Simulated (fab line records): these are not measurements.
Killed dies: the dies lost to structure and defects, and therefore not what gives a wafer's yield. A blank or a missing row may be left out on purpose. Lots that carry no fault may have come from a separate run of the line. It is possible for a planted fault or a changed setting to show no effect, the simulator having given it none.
A lot that was struck, set against a sound lot	flow rit cmos	17 out of 202 route steps
Sound: wafers L484.1, L484.2, L484.6. Struck: wafers L494.3, L494.5, L494.6. The cause is given at the end.
Order at every step that has rows: each side's tool, ch and its chambers, its first start. Under that, the readings that differ: sound wafers	struck wafers	difference of the means	sigmas: that difference in standard deviations of wafers without a fault.
alike: same words and numbers on both sides, and readings whose means sit less than 2 such deviations apart. not compared: any withheld reading, any reading some wafer has no value for, any bound like >300 that may hide the same value, and any number with overlapping values for which the record gives no deviation.
A row with sigmas, a row that says differs or no value, or rows on one side alone: a step with any of these is where the two part. Non-overlapping numbers with no deviation appear without sigmas and do not part them. A reading that every wafer of one side lacks parts them only if that side has two wafers or more.

RIT_PWELL_TW_MEAS_10:
  sound on film metro-02, day 3 19:29; struck on film metro-03, day 5 21:35
  alike: PWELL_TW
then, 1 step without rows for these wafers: RIT_WELLDRIVE_ANNEAL_00 (time 14700 s).
RIT_WELLDRIVE_RS_MEAS_01: measurement is done with a four-point probe.
  sound on film metro-02, day 4 00:38; struck on film metro-02, day 6 03:31
  alike: NWELL_RS
RIT_WELLDRIVE_RS_MEAS_02: measurement is done with a four-point probe.
  sound on film metro-02, day 4 00:45; struck on film metro-02, day 6 03:38
  alike: PWELL_RS
then, 6 steps without rows for these wafers: RIT_NRETRO_HMDS_00 (prime time 60 s); RIT_NRETRO_COAT_01 (resist thk 1300 nm); RIT_NRETRO_SOFTBAKE_02 (time 60 s); RIT_NRETRO_EXPOSE_03 (exposes mask M4, target cd 43900 nm); RIT_NRETRO_PEB_04; RIT_NRETRO_DEVELOP_05 (develop time 68 s).
RIT_NRETRO_OVL_MEAS_06:
  sound on overlay-02, day 4 01:45; struck on overlay-02, day 6 04:44
  alike: NRETRO_OVL
then, 1 step without rows for these wafers: RIT_NRETRO_HARDBAKE_07 (time 120 s).
RIT_NRETRO_IMPLANT_08:
  sound on implanter-01 ch 0, day 4 02:02; struck on implanter-02 ch 0, day 6 05:03
reading	sound	struck	difference	sigmas
dose ions cm2	1.0008e+13 1.0009e+13 1.0004e+13	1.5228e+13 1.5205e+13 1.5207e+13	+5.2063e+12	+99 or more
faraday current uA	31.3 31.7 30.7	47.8 47.8 48.6	+16.8	+28
RIT_NRETRO_STRIP_09: strips in O2, time 180 s.
  sound on plasma asher-02 ch 0,1, day 4 02:11; struck on plasma asher-01 ch 0,1, day 6 05:13
  alike: drypump motor current A
  not compared: rf hours counter h
RIT_NRETRO_TW_MEAS_10:
  sound on film metro-01, day 4 02:22; struck on film metro-04, day 6 05:21
reading	sound	struck	difference	sigmas
NRETRO_TW	1052 1060 1055	1193 1193 1191	+137	+16
then, 1 step without rows for these wafers: RIT_PRETRO_HMDS_00 (prime time 60 s).
RIT_M1_PROBE_99:
  sound on prober-02, day 5 05:43; struck on prober-02, day 7 07:43
reading	sound	struck	difference	sigmas
model.etest.pmos_0p3.r on ohm um	6259 6341 6229	6777 6844 6847	+546	
model.etest.pmos turned.r on ohm um	3366 3502 3358	3746 3798 3918	+412	
model.etest.pmos_0p15.r on ohm um	2691 2790 2680	2956 2980 3033	+269	
model.etest.pmos_0p15.drive ua um	262.9 252.8 262.2	226.8 224 217.8	-36.4	
model.etest.pmos turned.drive ua um	193.6 184.7 195.4	159.9 161.1 153	-33.2	
model.etest.pmos narrow.drive ua um	101.1 100.4 103.4	86.44 83.83 83.83	-16.93	
model.etest.pmos_0p3.drive ua um	100.2 99.25 101.7	86.11 86.44 85.53	-14.36	
model.etest.well edge right.line ohm um	182.4 182 182.2	175.5 175 176.2	-6.6	
  alike: killed at contacts, killed at front end, killed dies, killed open, killed short

WHERE THEY PART
First at RIT_NRETRO_IMPLANT_08; last, within this record, at RIT_NRETRO_TW_MEAS_10. Later steps at which nothing parts them and some readings are alike: RIT_M1_PROBE_99.

WHY: what had been put in by the simulator
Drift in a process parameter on implanter-02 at RIT_NRETRO_IMPLANT_08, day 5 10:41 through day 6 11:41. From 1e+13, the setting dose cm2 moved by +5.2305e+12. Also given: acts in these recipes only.
